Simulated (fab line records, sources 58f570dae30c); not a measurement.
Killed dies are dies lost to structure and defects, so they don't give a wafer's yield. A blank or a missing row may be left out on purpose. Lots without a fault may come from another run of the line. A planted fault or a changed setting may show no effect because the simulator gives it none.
Tool commonality check | flow berkeley_cmos170 | 14 lots, 42 wafers sampled

WHY IT WAS OPENED
At UCB170_ACTIVE_THK_MEAS_06 the reading ACTIVE_NITRIDE_THK is flagged on 2 of 14 lots. Wafers without a fault read 218.5 nm, standard deviation 2.2.
Rule: a lot is flagged when every wafer of it that has a number lies more than 4 standard deviations from that mean, or none has a number. The other lots count as sound.

lot  | measured    | on            | ACTIVE_NITRIDE_THK (nm), wafer by wafer | flag
L527 | day 5 00:41 | film_metro-02 | 215.8 218.0 217.0                       |
L528 | day 5 00:41 | film_metro-03 | 218.7 220.4 218.1                       |
L526 | day 5 00:46 | film_metro-02 | 219.1 219.5 217.5                       |
L530 | day 5 10:12 | film_metro-02 | 218.3 217.2 218.6                       |
L529 | day 5 10:13 | film_metro-03 | 216.6 218.0 217.1                       |
L531 | day 6 03:50 | film_metro-02 | 217.3 218.4 218.2                       |
L533 | day 6 08:25 | film_metro-03 | 215.0 217.0 217.0                       |
L536 | day 6 18:41 | film_metro-01 | 218.9 219.8 216.7                       |
L534 | day 6 20:46 | film_metro-02 | 431.8 429.4 430.4                       | FLAGGED
L540 | day 7 15:18 | film_metro-03 | 219.9 217.2 217.3                       |
L544 | day 8 16:52 | film_metro-03 | 442.2 443.8 440.1                       | FLAGGED
L547 | day 9 13:26 | film_metro-03 | 217.8 220.7 218.9                       |
L546 | day 9 13:29 | film_metro-03 | 217.5 218.2 219.2                       |
L548 | day 9 13:34 | film_metro-01 | 221.3 220.1 219.4                       |
The numbers of the flagged lots are 436.3 nm on average: +217.8 nm against the usual, or +99 standard deviations.

WHICH TOOL RAN EACH LOT
The record holds 1 process step before the reading, out of a route of 331 steps. In each cell: the tool, then ch and the chambers that the sampled wafers went through, then the start.
lot  | flag    | UCB170_ACTIVE_CVD_05
L527 |         | lpcvd-02 ch 0, day 4 22:46
L528 |         | lpcvd-02 ch 1, day 4 22:46
L526 |         | lpcvd-02 ch 0, day 4 22:46
L530 |         | lpcvd-02 ch 0, day 5 08:17
L529 |         | lpcvd-02 ch 0, day 5 08:17
L531 |         | lpcvd-01 ch 0, day 6 01:55
L533 |         | lpcvd-02 ch 1, day 6 06:30
L536 |         | lpcvd-02 ch 1, day 6 16:46
L534 | FLAGGED | lpcvd-02 ch 1, day 6 16:46
L540 |         | lpcvd-02 ch 1, day 7 13:22
L544 | FLAGGED | lpcvd-02 ch 1, day 8 12:34
L547 |         | lpcvd-01 ch 0, day 9 10:32
L546 |         | lpcvd-01 ch 1, day 9 10:32
L548 |         | lpcvd-01 ch 1, day 9 10:32
What these steps do:
- UCB170_ACTIVE_CVD_05: deposits Si3N4 from SiH2Cl2/NH3, target thk 220 nm, time 3300 s.
- UCB170_ACTIVE_THK_MEAS_06

FLAGGED OVER TOTAL, TOOL BY TOOL (the gauges that took the reading come last)
step                      | tool          | lots run | flagged | share of the flagged lots | sound lots run after its first flagged lot
UCB170_ACTIVE_CVD_05      | lpcvd-01      | 4        | 0       | none                      | -
UCB170_ACTIVE_CVD_05      | lpcvd-02      | 10       | 2       | all                       | 1 (L540)
UCB170_ACTIVE_THK_MEAS_06 | film_metro-01 | 2        | 0       | none                      | -
UCB170_ACTIVE_THK_MEAS_06 | film_metro-02 | 5        | 1       | some                      | 0
UCB170_ACTIVE_THK_MEAS_06 | film_metro-03 | 7        | 1       | some                      | 2 (L547,L546)

WHAT THE TABLE ALLOWS
1 row of the table ran every flagged lot: lpcvd-02 at UCB170_ACTIVE_CVD_05.
- lpcvd-02 at UCB170_ACTIVE_CVD_05: 2 of its 10 lots flagged. Sound lots ran on it after the first flagged one (L540), which a lasting fault on the whole tool wouldn't allow.
No row of the table ran every flagged lot and no sound lot after the first.

WHAT THE SIMULATOR HAD PUT IN
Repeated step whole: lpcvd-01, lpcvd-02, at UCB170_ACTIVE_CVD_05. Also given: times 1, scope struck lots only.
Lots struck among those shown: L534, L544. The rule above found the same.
